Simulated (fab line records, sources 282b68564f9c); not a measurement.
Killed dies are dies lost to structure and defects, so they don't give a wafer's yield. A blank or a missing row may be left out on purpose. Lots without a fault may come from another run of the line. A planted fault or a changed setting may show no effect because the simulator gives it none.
Which tool did it? | flow rit_cmos | 11 lots, 33 wafers sampled, at 4 steps of a route of 202

WHAT THE GAUGES READ, wafer by wafer
RIT_PLDD_OVL_MEAS_06. Usual: PLDD_OVL -0.5 nm, standard deviation 1.4.
lot  | measured    | on         | PLDD_OVL (nm)  | flag
L304 | day 2 22:32 | overlay-02 | -0.5 0.7 2.4   |
L305 | day 3 01:23 | overlay-02 | 0.0 -0.3 0.1   |
L306 | day 3 06:02 | overlay-01 | -0.3 0.1 0.4   |
L310 | day 4 05:18 | overlay-02 | 0.4 -0.2 -1.0  |
L311 | day 4 07:57 | overlay-01 | -0.5 0.5 -0.3  |
L316 | day 5 11:25 | overlay-01 | 0.8 1.8 -0.4   |
L319 | day 5 22:26 | overlay-02 | -1.3 -0.6 -1.0 |
L320 | day 6 03:43 | overlay-02 | 1.2 2.7 -0.8   |
L321 | day 6 09:17 | overlay-02 | -3.0 -4.1 -3.6 |
L324 | day 7 04:33 | overlay-01 | -0.6 0.3 0.4   |
L325 | day 7 05:52 | overlay-01 | 1.3 2.1 1.6    |

RIT_M1_RS_MEAS_01: measures by four-point-probe. Usual: M1_AL_RS 0.0733 ohm/sq, standard deviation 0.0007.
lot  | measured    | on            | M1_AL_RS (ohm/sq)    | flag
L304 | day 3 08:56 | film_metro-02 | 0.0728 0.0731 0.0738 |
L305 | day 3 11:43 | film_metro-03 | 0.0734 0.0743 0.0744 |
L306 | day 3 16:51 | film_metro-04 | 0.0730 0.0729 0.0742 |
L310 | day 4 15:13 | film_metro-02 | 0.0730 0.0730 0.0722 |
L311 | day 4 18:11 | film_metro-03 | 0.0725 0.0722 0.0735 |
L316 | day 5 23:58 | film_metro-03 | 0.0728 0.0729 0.0724 |
L319 | day 6 08:58 | film_metro-04 | 0.0725 0.0722 0.0727 |
L320 | day 6 14:01 | film_metro-04 | 0.0739 0.0731 0.0739 |
L321 | day 6 19:28 | film_metro-03 | 0.0735 0.0732 0.0736 |
L324 | day 7 15:10 | film_metro-03 | 0.0728 0.0744 0.0730 |
L325 | day 7 16:38 | film_metro-03 | 0.0732 0.0741 0.0739 |

WHICH TOOL RAN EACH LOT (tool, then ch and the chambers of the sampled wafers, then the start)
lot  | RIT_PWELL_STRIP_09                  | RIT_PSD_STRIP_09
L304 | plasma_asher-01 ch 0,1, day 2 00:03 | plasma_asher-01 ch 0,1, day 3 04:33
L305 | plasma_asher-01 ch 0,1, day 2 05:28 | plasma_asher-04 ch 0,1, day 3 07:23
L306 | plasma_asher-01 ch 0,1, day 2 08:39 | plasma_asher-01 ch 0,1, day 3 12:11
L310 | plasma_asher-03 ch 0,1, day 3 07:38 | plasma_asher-03 ch 0,1, day 4 10:58
L311 | plasma_asher-03 ch 0,1, day 3 11:28 | plasma_asher-01 ch 0,1, day 4 14:02
L316 | plasma_asher-03 ch 0,1, day 4 12:32 | plasma_asher-01 ch 0,1, day 5 19:32
L319 | plasma_asher-01 ch 0,1, day 5 02:54 | plasma_asher-03 ch 0,1, day 6 04:14
L320 | plasma_asher-01 ch 0,1, day 5 06:52 | plasma_asher-01 ch 0,1, day 6 09:35
L321 | plasma_asher-01 ch 0,1, day 5 12:07 | plasma_asher-03 ch 0,1, day 6 15:05
L324 | plasma_asher-01 ch 0,1, day 6 05:15 | plasma_asher-03 ch 0,1, day 7 10:25
L325 | plasma_asher-01 ch 0,1, day 6 08:19 | plasma_asher-03 ch 0,1, day 7 11:49
- RIT_PWELL_STRIP_09: strips in O2, time 180 s.
- RIT_PSD_STRIP_09: strips in O2, time 180 s.

WHAT THE TOOLS THEMSELVES READ (means of the sampled wafers that have a number; where no wafer has one, the mark that the record gives instead)
RIT_PWELL_STRIP_09. Usual: drypump_motor_current_A 5.3 A, standard deviation 0.45.
lot  | tool            | drypump_motor_current_A (A) | flag
L304 | plasma_asher-01 | 5.2                         |
L305 | plasma_asher-01 | 5.2                         |
L306 | plasma_asher-01 | 5.0                         |
L310 | plasma_asher-03 | 5.3                         |
L311 | plasma_asher-03 | 5.3                         |
L316 | plasma_asher-03 | 5.6                         |
L319 | plasma_asher-01 | 5.2                         |
L320 | plasma_asher-01 | 5.0                         |
L321 | plasma_asher-01 | 5.2                         |
L324 | plasma_asher-01 | 5.2                         |
L325 | plasma_asher-01 | 5.2                         |

RIT_PSD_STRIP_09. Usual: drypump_motor_current_A 5.3 A, standard deviation 0.4.
lot  | tool            | drypump_motor_current_A (A) | flag
L304 | plasma_asher-01 | 5.2                         |
L305 | plasma_asher-04 | 5.5                         |
L306 | plasma_asher-01 | 5.0                         |
L310 | plasma_asher-03 | 5.2                         |
L311 | plasma_asher-01 | 5.0                         |
L316 | plasma_asher-01 | 5.0                         |
L319 | plasma_asher-03 | 5.3                         |
L320 | plasma_asher-01 | 5.0                         |
L321 | plasma_asher-03 | 5.6                         |
L324 | plasma_asher-03 | 5.3                         |
L325 | plasma_asher-03 | 5.3                         |

THE ANSWER, worked out from the rows above alone
Rule: a lot is off if the mean of its wafers that have a number lies more than 3 standard deviations from the usual mean. A lot without any number at a reading at which 4 lots or more have one is off too. The other lots that the step has rows for count as sound. The gauges are gone through in route order, then the tools' own readings, and for those a lot's mean is taken as printed above. The first step at which some lot is off is used, and at that step the reading that is off furthest; a lot without a number counts as furthest.
No lot is off at any reading shown: from this, nothing can be told.

WHAT THE SIMULATOR HAD PUT IN
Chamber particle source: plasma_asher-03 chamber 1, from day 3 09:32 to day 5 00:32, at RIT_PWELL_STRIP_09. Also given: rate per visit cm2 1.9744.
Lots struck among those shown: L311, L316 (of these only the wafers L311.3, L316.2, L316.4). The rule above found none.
